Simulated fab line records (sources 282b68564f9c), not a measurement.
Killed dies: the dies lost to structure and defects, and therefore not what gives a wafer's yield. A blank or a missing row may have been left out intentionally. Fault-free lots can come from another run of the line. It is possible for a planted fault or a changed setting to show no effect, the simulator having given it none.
Split-lot study / flow rit-cmos / 5 lots, 23 wafers read, on a route of 202 steps

## ON THE SPLIT
At RIT_NLDD_IMPLANT_08, the setting dose-cm2 was moved away from the recipe's 5e+14 on 8 of the 23 wafers read, by -7.3% to -5.5%. All remaining wafers had this setting at the recipe value.

## THE PATH FROM SPLIT TO READING: the file shows 1 step between them
- RIT_NLDD_STRIP_09: strips in O2, time 180 s

## THE READING
NLDD_TW, at RIT_NLDD_TW_MEAS_10. A value of 2469 with a standard deviation of 16 is what fault-free wafers of this fab line usually give.

wafer=L075.2; tool, chamber at the split=implanter-03, 0; dose-cm2 as run=5e+14; against the recipe=recipe; NLDD_TW=2445; against lot-mates on the recipe=-
wafer=L075.3; tool, chamber at the split=implanter-03, 0; dose-cm2 as run=5e+14; against the recipe=recipe; NLDD_TW=2458; against lot-mates on the recipe=-
wafer=L075.4; tool, chamber at the split=implanter-03, 0; dose-cm2 as run=4.637e+14; against the recipe=-7.3%; NLDD_TW=2407; against lot-mates on the recipe=-44
wafer=L075.5; tool, chamber at the split=implanter-03, 0; dose-cm2 as run=4.637e+14; against the recipe=-7.3%; NLDD_TW=2411; against lot-mates on the recipe=-40
wafer=L075.6; tool, chamber at the split=implanter-03, 0; dose-cm2 as run=4.637e+14; against the recipe=-7.3%; NLDD_TW=2390; against lot-mates on the recipe=-62
wafer=L076.1; tool, chamber at the split=implanter-02, 0; dose-cm2 as run=4.669e+14; against the recipe=-6.6%; NLDD_TW=2421; against lot-mates on the recipe=-52
wafer=L076.2; tool, chamber at the split=implanter-02, 0; dose-cm2 as run=5e+14; against the recipe=recipe; NLDD_TW=2471; against lot-mates on the recipe=-
wafer=L076.3; tool, chamber at the split=implanter-02, 0; dose-cm2 as run=4.669e+14; against the recipe=-6.6%; NLDD_TW=2423; against lot-mates on the recipe=-50
wafer=L076.4; tool, chamber at the split=implanter-02, 0; dose-cm2 as run=5e+14; against the recipe=recipe; NLDD_TW=2475; against lot-mates on the recipe=-
wafer=L076.5; tool, chamber at the split=implanter-02, 0; dose-cm2 as run=4.669e+14; against the recipe=-6.6%; NLDD_TW=2421; against lot-mates on the recipe=-52
wafer=L078.1; tool, chamber at the split=implanter-03, 0; dose-cm2 as run=5e+14; against the recipe=recipe; NLDD_TW=2486; against lot-mates on the recipe=-
wafer=L078.2; tool, chamber at the split=implanter-03, 0; dose-cm2 as run=5e+14; against the recipe=recipe; NLDD_TW=2481; against lot-mates on the recipe=-
wafer=L078.3; tool, chamber at the split=implanter-03, 0; dose-cm2 as run=5e+14; against the recipe=recipe; NLDD_TW=2489; against lot-mates on the recipe=-
wafer=L078.4; tool, chamber at the split=implanter-03, 0; dose-cm2 as run=5e+14; against the recipe=recipe; NLDD_TW=2481; against lot-mates on the recipe=-
wafer=L078.6; tool, chamber at the split=implanter-03, 0; dose-cm2 as run=5e+14; against the recipe=recipe; NLDD_TW=2487; against lot-mates on the recipe=-
wafer=L081.2; tool, chamber at the split=implanter-03, 0; dose-cm2 as run=5e+14; against the recipe=recipe; NLDD_TW=2448; against lot-mates on the recipe=-
wafer=L081.3; tool, chamber at the split=implanter-03, 0; dose-cm2 as run=5e+14; against the recipe=recipe; NLDD_TW=2447; against lot-mates on the recipe=-
wafer=L081.5; tool, chamber at the split=implanter-03, 0; dose-cm2 as run=5e+14; against the recipe=recipe; NLDD_TW=2459; against lot-mates on the recipe=-
wafer=L082.1; tool, chamber at the split=implanter-03, 0; dose-cm2 as run=4.723e+14; against the recipe=-5.5%; NLDD_TW=2448; against lot-mates on the recipe=-26
wafer=L082.2; tool, chamber at the split=implanter-03, 0; dose-cm2 as run=5e+14; against the recipe=recipe; NLDD_TW=2481; against lot-mates on the recipe=-
wafer=L082.4; tool, chamber at the split=implanter-03, 0; dose-cm2 as run=5e+14; against the recipe=recipe; NLDD_TW=2470; against lot-mates on the recipe=-
wafer=L082.5; tool, chamber at the split=implanter-03, 0; dose-cm2 as run=4.723e+14; against the recipe=-5.5%; NLDD_TW=2430; against lot-mates on the recipe=-44
wafer=L082.6; tool, chamber at the split=implanter-03, 0; dose-cm2 as run=5e+14; against the recipe=recipe; NLDD_TW=2471; against lot-mates on the recipe=-

FIT RESULTS
A straight line over all 23 wafers: NLDD_TW changes by +7.95 for each +1% of dose-cm2; r = +0.88; the points scatter about the line by 14.
The same after taking each lot's own level away (the mean of its wafers on the recipe; 23 wafers): +7.05 for each +1%; r = +0.97; scatter 6.3.
On that fit, the largest move of dose-cm2 shifts the reading by 51.
The lots' own levels span 2451.3 to 2484.8, that is 2.1 times the standard deviation above.
Hence the slope depends on the lot-to-lot level, as the two fits are not the same.
Check: for one of the wafers moved furthest among these (-7.3%), held out of the fit, the line's prediction against its lot-mates is -52.3. Against them it came out at -44.5.

## OTHER SPLITS APPLIED TO THESE WAFERS
Note: prior to the reading, these wafers also went through further splits. Each is held against what the fit with the lots' levels taken away leaves over:
other split on the same wafers=RIT_ACTIVE_EXPOSE_08 dose-mj; wafers away from the commonest value=4; r with NLDD_TW (lot level and that fit taken away)=+0.17
other split on the same wafers=RIT_ACTIVE_DEVELOP_10 develop-time-s; wafers away from the commonest value=9; r with NLDD_TW (lot level and that fit taken away)=+0.21
other split on the same wafers=RIT_PRETRO_IMPLANT_08 energy-kev; wafers away from the commonest value=8; r with NLDD_TW (lot level and that fit taken away)=-0.22
other split on the same wafers=RIT_GATE_CVD_08 pressure-mtorr; wafers away from the commonest value=15; r with NLDD_TW (lot level and that fit taken away)=+0.26
other split on the same wafers=RIT_GATE_COAT_11 resist-thk-nm; wafers away from the commonest value=7; r with NLDD_TW (lot level and that fit taken away)=+0.08

## THE WHOLE CHAIN: every reading that the file lists as answering this split, in the file's order
step=RIT_NLDD_TW_MEAS_10; what it does=; reading=NLDD_TW; change (the file's fit)=+7 for each +1% of the setting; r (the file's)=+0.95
step=RIT_M1_PROBE_99; what it does=; reading=etest.nmos-turned.drive-ua-um (the simulator's own value, which no gauge read); change (the file's fit)=+4.41 for each +1% of the setting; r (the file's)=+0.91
step=RIT_M1_PROBE_99; what it does=; reading=etest.nldd.rs-ohm-sq (the simulator's own value, which no gauge read); change (the file's fit)=-3.58 for each +1% of the setting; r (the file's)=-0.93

## THE FILE'S OWN FIT
NLDD_TW changes by +7 for each +1% of dose-cm2, r = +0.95.
